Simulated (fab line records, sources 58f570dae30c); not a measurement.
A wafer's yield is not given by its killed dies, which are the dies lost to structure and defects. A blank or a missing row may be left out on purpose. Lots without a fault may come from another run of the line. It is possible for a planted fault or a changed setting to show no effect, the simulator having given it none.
fab line records -- flow berkeley_cmos170
[record] lots = 14, wafers = 42, last_day = 13
route steps=331 shown ACTIVE@65 NVT@110 FIELD@126 GATE@142
lots with no fault: from the same line, run without faults
start_h: start of the lot's first displayed wafer, in hours after the record's first day -- wait_h: time in hours since the lot's previous step -- " the same as in the row above -- L1.1+2: a row that stands for several wafers -- - no value, or no start was given -- * or withheld: withheld -- < > ~ a bound
route shown NAME@n: a module of which the file shows steps, and the number in the route of the first -- usual: mean/standard deviation taken from wafers without a fault -- same: alike in all rows -- chamber/n: place in a boat -- sites: readings site by site -- _std_site: how widely they spread, as a standard deviation -- _edge_site: the outer-site mean with the inner-site mean subtracted -- radius_mm: for every site, how far away it sits from the centre of the wafer -- mask NAME#n: copy n -- behind: tool/chamber where the wafer was last shaped -- hold: why the lot went on hold/how many hours it stayed there/how the hold came to an end -- device: whichever transistor did not switch (one of n, p or np) -- end of line: tests of these same wafers at the route's end -- where a step has no rows: the recipe by itself -- killed: not the wafer's yield, but the dies lost to structure and defects at the first sort -- map: a wafer's dies, x killed, . not, _ none there
set.NAME: the run value of the setting; set.NAME@STEP: its run value at that earlier step -- model.NAME: the simulator's own value behind a step, which no gauge read
one table for each step of the route and one row for each wafer, over a sample of lots
services: a tool's chamber out of use, with start hour (start_h, from the record's first day; less than 0 if before it), hours out, and reason
[[steps]]
[step UCB170_ACTIVE_CVD_05]
[recipe] material = Si3N4, target_thk_nm = 220, temp_c = 800, precursor = SiH2Cl2/NH3, time_s = 3300, pressure_mtorr = 200, sih2cl2_flow_sccm = 25, nh3_flow_sccm = 75
lot.wafer,tool,chamber,start_h,wait_h
L235.2+3+5,lpcvd-02,1,66.57,1.1
L236.3+4+5,lpcvd-01,0,72.49,0.0
L237.2+3+5,lpcvd-02,1,90.36,2.2
L238.1+3+5,lpcvd-02,1,93.24,0.8
L240.1+2+3,lpcvd-01,0,100.06,2.1
L241.2+4+6,lpcvd-02,0,104.94,0.0
L245.1+4+6,lpcvd-02,0,124.30,0.0
L249.1+2+3,lpcvd-01,1,141.95,0.0
L249.1+2+3,lpcvd-02,1,144.72,0.9
L250.1+2+5,lpcvd-01,0,148.09,0.0
L250.1+2+5,lpcvd-02,0,150.55,0.5
L253.3+4+6,lpcvd-02,0,160.39,0.0
L255.1+2+3,lpcvd-01,0,173.61,0.0
L256.1+5+6,lpcvd-02,0,183.83,0.0
L257.3+4+5,lpcvd-02,0,193.68,0.0
L258.1+3+6,lpcvd-02,0,200.58,0.0
[step UCB170_ACTIVE_THK_MEAS_06]
[recipe] reads = Si3N4_of_ACTIVE_CVD_05
[usual] ACTIVE_NITRIDE_THK = 220.1/1.8
lot.wafer,tool,chamber,start_h,wait_h,ACTIVE_NITRIDE_THK[nm]
L235.2,film_metro-04,-,69.51,0.1,217.9
L235.3,film_metro-04,-,69.51,0.1,219.5
L235.5,film_metro-04,-,69.51,0.1,218.4
L236.3,film_metro-03,-,74.42,0.0,221.4
L236.4,film_metro-03,-,74.42,0.0,219.1
L236.5,film_metro-03,-,74.42,0.0,220.7
L237.2,film_metro-01,-,93.25,0.0,219.4
L237.3,film_metro-01,-,93.25,0.0,220.6
L237.5,film_metro-01,-,93.25,0.0,222.7
L238.1,film_metro-04,-,96.11,0.0,221.1
L238.3,film_metro-04,-,96.11,0.0,223.3
L238.5,film_metro-04,-,96.11,0.0,223.4
L240.1,film_metro-01,-,101.98,0.0,219.0
L240.2,film_metro-01,-,101.98,0.0,219.3
L240.3,film_metro-01,-,101.98,0.0,217.0
L241.2,film_metro-01,-,107.82,0.0,220.0
L241.4,film_metro-01,-,107.82,0.0,218.0
L241.6,film_metro-01,-,107.82,0.0,218.1
L245.1,film_metro-03,-,126.22,0.0,220.5
L245.4,film_metro-03,-,126.22,0.0,220.3
L245.6,film_metro-03,-,126.22,0.0,220.0
L249.1,film_metro-01,-,146.64,0.0,439.4
L249.2,film_metro-01,-,146.64,0.0,436.3
L249.3,film_metro-01,-,146.64,0.0,439.8
L250.1,film_metro-03,-,152.46,0.0,438.4
L250.2,film_metro-03,-,152.46,0.0,439.0
L250.5,film_metro-03,-,152.46,0.0,438.3
L253.3,film_metro-03,-,162.33,0.0,222.0
L253.4,film_metro-03,-,162.33,0.0,224.4
L253.6,film_metro-03,-,162.33,0.0,222.0
L255.1,film_metro-03,-,175.52,0.0,220.3
L255.2,film_metro-03,-,175.52,0.0,223.8
L255.3,film_metro-03,-,175.52,0.0,223.1
L256.1,film_metro-01,-,186.70,0.0,217.2
L256.5,film_metro-01,-,186.70,0.0,217.7
L256.6,film_metro-01,-,186.70,0.0,216.7
L257.3,film_metro-03,-,195.61,0.0,221.9
L257.4,film_metro-03,-,195.61,0.0,220.0
L257.5,film_metro-03,-,195.61,0.0,222.2
L258.1,film_metro-03,-,202.50,0.0,221.2
L258.3,film_metro-03,-,202.50,0.0,220.7
L258.6,film_metro-03,-,202.50,0.0,221.8
[step UCB170_ACTIVE_ETCH_15]
[recipe] chemistry = CH3F/Ar/O2, target = Si3N4, stop_on = SiO2, CH3F_flow_sccm = 20, Ar_flow_sccm = 50, O2_flow_sccm = 7, pressure_mtorr = 50, rf_w = 450, target_depth_a = 2420, over_etch_frac = 0.1, time_s = 151
[usual] drypump_motor_current_A = 5.7/0.48, oes_product_au = 0.936/0.015, rf_fwd_power_W = 448.3/1.6, throttle_valve_pct = 8.09/0.16
lot.wafer,tool,chamber,start_h,wait_h,drypump_motor_current_A,oes_product_au,rf_fwd_power_W,rf_hours_counter_h,throttle_valve_pct
L235.2,rie_diel-03,1,70.56,0.0,5.9,0.936,449.0,4,7.90
L235.3,rie_diel-03,2,70.56,0.0,5.2,0.936,451.7,151,8.22
L235.5,rie_diel-03,2,70.56,0.0,5.2,0.925,449.6,-,8.22
L236.3,rie_diel-04,3,75.46,0.0,5.8,0.933,448.8,4,8.11
L236.4,rie_diel-04,0,75.46,0.0,5.5,0.937,446.5,15,8.07
L236.5,rie_diel-04,0,75.46,0.0,5.6,0.929,447.9,-,8.09
L237.2,rie_diel-01,1,94.52,0.0,5.0,0.969,450.2,17,7.88
L237.3,rie_diel-01,3,94.52,0.0,6.6,0.948,447.1,40,8.31
L237.5,rie_diel-01,0,94.52,0.0,6.8,0.929,450.0,-,7.83
L238.1,rie_diel-04,1,97.22,0.0,5.6,0.930,451.2,131,8.26
L238.3,rie_diel-04,3,97.22,0.0,5.8,0.933,447.6,5,8.13
L238.5,rie_diel-04,1,97.22,0.0,5.6,0.933,449.5,-,8.26
L240.1,rie_diel-01,3,103.16,0.0,6.5,0.944,449.5,40,8.32
L240.2,rie_diel-01,1,103.16,0.0,5.0,0.976,448.6,18,7.87
L240.3,rie_diel-01,2,103.16,0.0,5.7,0.932,444.9,8,8.24
L241.2,rie_diel-01,3,109.33,0.0,6.5,0.940,447.8,40,8.32
L241.4,rie_diel-01,0,109.33,0.0,6.8,0.911,448.3,7,7.84
L241.6,rie_diel-01,3,109.33,0.0,6.6,0.938,448.6,-,8.33
L245.1,rie_diel-04,3,127.51,0.0,5.8,0.941,445.8,6,8.09
L245.4,rie_diel-04,1,127.51,0.0,5.6,0.920,449.0,132,8.25
L245.6,rie_diel-04,0,127.51,0.0,5.6,0.934,447.1,-,8.08
L249.1,rie_diel-04,3,147.84,0.0,5.8,0.989,446.9,8,8.13
L249.2,rie_diel-04,0,147.84,0.0,5.5,0.992,447.2,18,8.09
L249.3,rie_diel-04,2,147.84,0.0,5.8,0.991,450.6,65,8.20
L250.1,rie_diel-04,1,153.56,0.0,5.6,0.958,449.8,133,8.27
L250.2,rie_diel-04,3,153.56,0.0,5.8,0.976,446.5,8,8.11
L250.5,rie_diel-04,0,153.56,0.0,5.6,0.985,448.2,-,8.09
L253.3,rie_diel-03,2,163.61,0.0,5.2,0.943,446.7,0,8.20
L253.4,rie_diel-03,3,163.61,0.0,5.6,0.961,445.8,103,8.11
L253.6,rie_diel-03,3,163.61,0.0,5.7,0.955,449.0,-,8.11
L255.1,rie_diel-03,2,177.27,0.0,5.2,0.937,447.5,1,8.21
L255.2,rie_diel-03,3,177.27,0.0,5.6,0.956,448.4,104,8.11
L255.3,rie_diel-03,1,177.27,0.0,5.9,0.948,448.6,8,7.90
L256.1,rie_diel-04,3,187.88,0.0,5.8,0.916,448.1,9,8.13
L256.5,rie_diel-04,1,187.88,0.0,5.6,0.916,449.8,-,8.25
L256.6,rie_diel-04,0,187.88,0.0,5.6,0.930,449.6,-,8.07
L257.3,rie_diel-04,2,196.76,0.0,5.9,0.923,449.3,67,8.18
L257.4,rie_diel-04,0,196.76,0.0,5.5,0.937,450.5,20,8.09
L257.5,rie_diel-04,0,196.76,0.0,5.6,0.940,448.4,-,8.09
L258.1,rie_diel-01,0,203.56,0.0,6.8,0.933,449.7,10,7.84
L258.3,rie_diel-01,2,203.56,0.0,5.7,0.943,445.5,11,8.25
L258.6,rie_diel-01,2,203.56,0.0,5.7,0.936,444.6,-,8.25
[step UCB170_NVT_OVL_MEAS_06]
[usual] NVT_OVL = 2/4.9
lot.wafer,tool,chamber,start_h,wait_h,NVT_OVL[nm]
L235.2,overlay-01,-,100.02,-,6
L235.3,overlay-01,-,100.02,-,2
L235.5,overlay-01,-,100.02,-,6
L236.3,overlay-02,-,107.69,-,-3
L236.4,overlay-02,-,107.69,-,-2
L236.5,overlay-02,-,107.69,-,-4
L238.1,overlay-02,-,121.27,-,3
L238.3,overlay-02,-,121.27,-,6
L238.5,overlay-02,-,121.27,-,-1
L237.2,overlay-01,-,121.29,-,8
L237.3,overlay-01,-,121.29,-,1
L237.5,overlay-01,-,121.29,-,15
L240.1,overlay-02,-,132.11,-,1
L240.2,overlay-02,-,132.11,-,0
L240.3,overlay-02,-,132.11,-,7
L241.2,overlay-02,-,141.14,-,6
L241.4,overlay-02,-,141.14,-,2
L241.6,overlay-02,-,141.14,-,4
L245.1,overlay-01,-,161.39,-,2
L245.4,overlay-01,-,161.39,-,5
L245.6,overlay-01,-,161.39,-,-4
L249.2,overlay-01,-,177.02,-,-3
L253.3,overlay-01,-,196.36,-,-5
L253.4,overlay-01,-,196.36,-,0
L253.6,overlay-01,-,196.36,-,8
L255.1,overlay-01,-,218.84,-,-4
L255.2,overlay-01,-,218.84,-,-6
L255.3,overlay-01,-,218.84,-,1
L257.3,overlay-01,-,222.54,-,-6
L257.4,overlay-01,-,222.54,-,-2
L257.5,overlay-01,-,222.54,-,-3
L256.1,overlay-02,-,222.81,-,0
L256.5,overlay-02,-,222.81,-,1
L256.6,overlay-02,-,222.81,-,7
L258.1,overlay-02,-,237.45,-,3
L258.3,overlay-02,-,237.45,-,6
L258.6,overlay-02,-,237.45,-,0
[step UCB170_FIELD_THK_MEAS_91]
[recipe] reads = SiO2_of_FIELD_OXIDATION_01
[usual] FIELD_OXIDE_LEFT_2_THK = 353/9.4
lot.wafer,tool,chamber,start_h,wait_h,FIELD_OXIDE_LEFT_2_THK[nm]
L235.2,film_metro-04,-,101.96,0.0,352
L235.3,film_metro-04,-,101.96,0.0,353
L235.5,film_metro-04,-,101.96,0.0,352
L236.3,film_metro-04,-,109.71,0.0,374
L236.4,film_metro-04,-,109.71,0.0,366
L236.5,film_metro-04,-,109.71,0.0,356
L238.1,film_metro-02,-,123.77,0.0,342
L238.3,film_metro-02,-,123.77,0.0,341
L238.5,film_metro-02,-,123.77,0.0,352
L237.2,film_metro-01,-,123.78,0.0,350
L237.3,film_metro-01,-,123.78,0.0,367
L237.5,film_metro-01,-,123.78,0.0,354
L240.1,film_metro-04,-,133.93,0.0,358
L240.2,film_metro-04,-,133.93,0.0,350
L240.3,film_metro-04,-,133.93,0.0,348
L241.2,film_metro-04,-,143.13,0.0,350
L241.4,film_metro-04,-,143.13,0.0,350
L241.6,film_metro-04,-,143.13,0.0,348
L245.1,film_metro-04,-,163.16,0.0,348
L245.4,film_metro-04,-,163.16,0.0,351
L245.6,film_metro-04,-,163.16,0.0,338
L249.2,film_metro-02,-,181.50,0.0,342
L253.3,film_metro-02,-,198.32,0.0,358
L253.4,film_metro-02,-,198.32,0.0,346
L253.6,film_metro-02,-,198.32,0.0,350
L255.1,film_metro-01,-,224.86,0.0,380
L255.2,film_metro-01,-,224.86,0.0,364
L255.3,film_metro-01,-,224.86,0.0,361
L256.1,film_metro-04,-,226.83,0.1,375
L256.5,film_metro-04,-,226.83,0.1,364
L256.6,film_metro-04,-,226.83,0.1,367
L257.3,film_metro-01,-,227.04,0.0,343
L257.4,film_metro-01,-,227.04,0.0,352
L257.5,film_metro-01,-,227.04,0.0,353
L258.1,film_metro-02,-,240.55,0.0,362
L258.3,film_metro-02,-,240.55,0.0,362
L258.6,film_metro-02,-,240.55,0.0,368
[step UCB170_GATE_STRIP_16]
[recipe] chemistry = O2, power_w = 400, pressure_mtorr = 3500, platen_temp_c = withheld, o2_flow_sccm = 400, overash_fraction = 0.5
[usual] drypump_motor_current_A = 5.9/0.7, oes_product_au = 0.724/0.0044
[same] overash_fraction = 0.5
lot.wafer,tool,chamber,start_h,wait_h,drypump_motor_current_A,oes_product_au,rf_hours_counter_h
L235.2,plasma_asher-01,1,113.28,0.0,6.6,0.728,43
L235.3,plasma_asher-01,1,113.28,0.0,6.6,0.719,-
L235.5,plasma_asher-01,0,113.28,0.0,5.0,0.721,-
L236.3,plasma_asher-04,1,121.98,0.1,5.6,0.728,-
L236.4,plasma_asher-04,0,121.98,0.1,6.6,0.726,-
L236.5,plasma_asher-04,0,121.98,0.1,6.6,0.726,-
L238.1,plasma_asher-01,0,137.40,0.0,4.9,0.724,45
L238.3,plasma_asher-01,1,137.40,0.0,6.6,0.721,-
L238.5,plasma_asher-01,1,137.40,0.0,6.6,0.726,-
L237.2,plasma_asher-04,1,137.67,0.0,5.6,0.720,2
L237.3,plasma_asher-04,0,137.67,0.0,6.6,0.719,-
L237.5,plasma_asher-04,1,137.67,0.0,5.5,0.728,-
L240.1,plasma_asher-01,0,145.88,0.0,4.9,0.730,46
L240.2,plasma_asher-01,1,145.88,0.0,6.6,0.729,46
L240.3,plasma_asher-01,0,145.88,0.0,4.9,0.724,-
L241.2,plasma_asher-01,1,156.92,0.0,6.7,0.723,47
L241.4,plasma_asher-01,1,156.92,0.0,6.7,0.724,-
L241.6,plasma_asher-01,1,156.92,0.0,6.6,0.721,-
L245.1,plasma_asher-01,0,178.14,0.0,4.9,0.725,49
L245.4,plasma_asher-01,1,178.14,0.0,6.6,0.722,-
L245.6,plasma_asher-01,1,178.14,0.0,6.6,0.728,-
L249.2,plasma_asher-03,0,202.70,0.0,6.2,0.724,44
L253.3,plasma_asher-01,1,210.09,0.1,6.6,0.721,-
L253.4,plasma_asher-01,0,210.09,0.1,4.9,0.723,-
L253.6,plasma_asher-01,1,210.09,0.1,6.6,0.725,-
L255.1,plasma_asher-01,1,236.46,0.0,6.6,0.719,55
L255.2,plasma_asher-01,0,236.46,0.0,4.9,0.727,55
L255.3,plasma_asher-01,0,236.46,0.0,4.9,0.726,-
L256.1,plasma_asher-03,1,236.58,0.0,5.9,0.723,47
L256.5,plasma_asher-03,0,236.58,0.0,6.3,0.730,-
L256.6,plasma_asher-03,1,236.58,0.0,6.0,0.720,-
L257.3,plasma_asher-01,1,236.98,0.1,6.6,0.730,-
L257.4,plasma_asher-01,0,236.98,0.1,5.0,0.731,-
L257.5,plasma_asher-01,1,236.98,0.1,6.6,0.720,-
L258.1,plasma_asher-01,1,252.54,0.0,6.6,0.731,57
L258.3,plasma_asher-01,1,252.54,0.0,6.6,0.722,-
L258.6,plasma_asher-01,0,252.54,0.0,4.9,0.722,-
[[services]]
tool,chamber,start_h,hours,kind
rie_diel-03,1,49.60,6.0,repair
rie_diel-04,2,65.27,5.7,repair
plasma_asher-03,-,70.11,2.8,pm
rie_diel-01,0,73.86,13.0,repair
rie_diel-04,0,84.07,7.6,repair
rie_diel-04,2,95.52,4.8,repair
rie_diel-04,1,105.22,2.9,repair
plasma_asher-04,-,108.84,9.0,pm
rie_diel-04,-,114.44,0.8,repair
rie_diel-03,3,123.13,4.3,repair
lpcvd-02,-,126.22,4.3,pm
rie_diel-04,1,131.45,6.1,repair
rie_diel-01,-,133.07,14.6,pm
rie_diel-03,2,141.52,-,clean
rie_diel-03,2,141.52,21.5,scheduled_down
rie_diel-03,2,141.52,21.5,vent_cycle
rie_diel-03,1,153.07,10.0,repair
plasma_asher-04,-,153.72,8.6,repair
rie_diel-01,2,154.18,4.9,repair
rie_diel-04,3,158.59,4.3,repair
plasma_asher-03,-,219.91,0.7,repair
lpcvd-02,-,221.37,2.8,pm
rie_diel-03,-,228.66,0.5,repair
rie_diel-03,-,241.48,15.6,pm
[[key]]
[first_sign] step = UCB170_ACTIVE_CVD_05, reading = visit, direction = added
[effect] step = UCB170_ACTIVE_THK_MEAS_06, reading = ACTIVE_NITRIDE_THK, direction = up, sigmas = 99+, usual = 220.1, struck = 438.5
[effect] step = UCB170_ACTIVE_ETCH_15, reading = oes_product_au, direction = up, sigmas = 3.2, usual = 0.936, struck = 0.982
met_at UCB170_ACTIVE_CVD_05
struck_lots L249,L250
later_rows_left_out L249.1,L249.3,L250.1,L250.2,L250.5
sort_left_out L249.1,L249.2,L249.3,L250.1,L250.2,L250.5
tester_left_out L249,L250
not_acting_at UCB170_NVT_OVL_MEAS_06,UCB170_FIELD_THK_MEAS_91,UCB170_GATE_STRIP_16
[fault] kind = repeated_step_whole, tool = lpcvd-01,lpcvd-02, chamber = -, onset_h = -, steps = UCB170_ACTIVE_CVD_05, times = 1, scope = struck_lots_only
// tester_left_out: of these lots the tester's yield and bins aren't shown, on N5 and GAA mostly nor the transistor test; their killed dies are dies lost to structure and defects alone, not to doping, threshold or leakage, so they don't give the yield
// sort_left_out: the simulated sort isn't trusted on such a fault, so these wafers' sort isn't shown, and their yield isn't known
// later_rows_left_out: the simulator's readings of these wafers behind a module that went badly wrong aren't trusted and aren't shown, but for the sort
